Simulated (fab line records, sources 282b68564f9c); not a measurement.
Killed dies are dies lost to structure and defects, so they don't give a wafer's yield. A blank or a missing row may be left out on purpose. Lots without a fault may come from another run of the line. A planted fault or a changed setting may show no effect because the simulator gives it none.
A struck lot beside a sound one | flow rit_cmos | 15 steps out of a route of 202
Sound: wafers L369.1, L369.4, L369.6. Struck: wafers L375.1, L375.3, L375.6. The cause comes at the end.
At each step with rows: each side's tool, then ch and its chambers, then its first start. Under that, the readings that differ: sound wafers | struck wafers | difference of the means | sigmas: that difference in standard deviations of wafers without a fault.
alike: readings whose means differ by less than 2 such deviations, and words and numbers that are the same on both sides. not compared: withheld readings, readings that some wafer has no value for, bounds like >300 that may hide the same value, and numbers for which the record gives no deviation and whose values overlap.
The two part at a step that has a row with sigmas, a row that says differs or no value, or rows on one side only. Numbers that don't overlap but have no deviation are shown without sigmas and don't part them. A reading that every wafer of one side lacks parts them only if that side has two wafers or more.

first, 4 steps without rows for these wafers: RIT_NWELL_SOFTBAKE_02 (time 60 s); RIT_NWELL_EXPOSE_03 (exposes mask M2, target cd 43900 nm); RIT_NWELL_PEB_04; RIT_NWELL_DEVELOP_05 (develop time 68 s).
RIT_NWELL_OVL_MEAS_06:
  sound on overlay-02, day 2 21:31; struck on overlay-02, day 4 03:26
  reading        | sound         | struck      | difference | sigmas
  NWELL_OVL (nm) | -0.9 -0.2 0.1 | 3.1 1.8 2.9 | +2.9       | +2
then, 2 steps without rows for these wafers: RIT_NWELL_HARDBAKE_07 (time 120 s); RIT_NWELL_IMPLANT_08.
RIT_NWELL_STRIP_09: strips in O2, time 180 s.
  sound on plasma_asher-04 ch 0,1, day 2 21:57; struck on plasma_asher-01 ch 0,1, day 4 03:52
  alike: drypump_motor_current_A
  not compared: rf_hours_counter_h
RIT_NWELL_TW_MEAS_10:
  sound on film_metro-04, day 2 22:07; struck on film_metro-04, day 4 04:02
  alike: NWELL_TW
then, 3 steps without rows for these wafers: RIT_PWELL_HMDS_00 (prime time 60 s); RIT_PWELL_COAT_01 (resist thk 1300 nm); RIT_PWELL_SOFTBAKE_02 (time 60 s).
RIT_PWELL_EXPOSE_03: exposes mask M3, target cd 43700 nm.
  sound on iline_stepper-02 ch 0, day 2 22:38; struck on iline_stepper-02 ch 0, day 4 04:40
  reading | sound          | struck                  | difference | sigmas
  mask    | M3#0 M3#0 M3#0 | M3_R1#0 M3_R1#0 M3_R1#0 | differs    |
then, 1 step without rows for these wafers: RIT_PWELL_PEB_04.
RIT_M1_PROBE_99:
  sound on prober-02, day 4 11:40; struck on prober-02, day 5 17:40
  reading                                 | sound             | struck            | difference | sigmas
  killed_at_M0_to_M3                      | 0 0 0             | 1 0 0             | +0         | +2
  model.etest.well_edge_right.line_ohm_um | 180.2 180.1 181.7 | 171.9 171.6 170.3 | -9.4       |
  model.etest.well_edge_left.line_ohm_um  | 182 181.5 184.2   | 170.2 172.6 169.8 | -11.7      |
  model.etest.iso_nwell_nwell.bv_v (V)    | 21.76 22 21.83    | 22.7 22.58 22.96  | +0.9       |
  alike: killed_at_contacts, killed_at_front_end, killed_dies, killed_open, killed_short

WHERE THEY PART
First at RIT_NWELL_OVL_MEAS_06; last, within this record, at RIT_M1_PROBE_99.

WHY: what the simulator had put in
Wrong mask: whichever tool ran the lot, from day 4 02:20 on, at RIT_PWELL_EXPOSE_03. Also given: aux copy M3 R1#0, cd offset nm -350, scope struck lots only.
